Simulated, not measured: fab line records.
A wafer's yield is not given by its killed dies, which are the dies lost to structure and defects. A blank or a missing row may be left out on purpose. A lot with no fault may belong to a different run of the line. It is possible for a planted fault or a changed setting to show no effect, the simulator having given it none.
Chamber matching | flow berkeleyCmos170 | UCB170_SPACER_ETCHBACK_03 on rieDiel-03 has 4 sister chambers
The step etches SiO2 in CHF3/CF4/Ar, stops on Si, target depth 376 nm, time 100 s. 8 wafers are shown with their chamber, then 7 later ones without.

== WAFERS, EACH WITH ITS CHAMBER ==
wafer  | chamber | drypumpMotorCurrentA (A) | throttleValvePct (%)
L306.2 | 2       | 5.5                      | 6.35
L314.4 | 3       | 5.3                      | 6.40
L314.5 | 0       | 5.8                      | 6.66
L316.1 | 2       | 5.5                      | 6.36
L316.2 | 1       | 6.3                      | 6.65
L316.6 | 3       | 5.3                      | 6.39
L320.1 | 0       | 5.8                      | 6.68
L320.4 | 1       | 6.4                      | 6.63

== WAFERS MISSING THEIR CHAMBER ==
wafer  | drypumpMotorCurrentA (A) | throttleValvePct (%)
L320.6 | 5.3                      | 6.39
L324.2 | 6.4                      | 6.63
L324.4 | 5.5                      | 6.37
L324.5 | 6.4                      | 6.63
L328.1 | 5.5                      | 6.37
L328.2 | 5.8                      | 6.68
L328.6 | 6.3                      | 6.64

== WHICH CHAMBER EACH WENT THROUGH ==
wafer  | from the rows above | in truth
L320.6 | 3                   | 3
L324.2 | 1                   | 1
L324.4 | 2                   | 2
L324.5 | 1                   | 1
L328.1 | 2                   | 2
L328.2 | 0                   | 0
L328.6 | 1                   | 1
7 of 7 placed correctly. Not placeable from these rows: 0. 0 placed wrongly.
How it was worked out, from the rows above alone: a wafer's distance from a chamber is the root of the sum, over the readings, of the square of ((its reading less the chamber's mean) divided by the reading's scatter). The wafer belongs to the nearest chamber; if the next one is less than 2 further off, it can't be placed. For every chamber, the mean is computed from those of its wafers that are shown. The scatter: take each reading less its chamber's mean, square it, sum over the shown wafers, divide by the number of wafers less the number of chambers, and take the root.
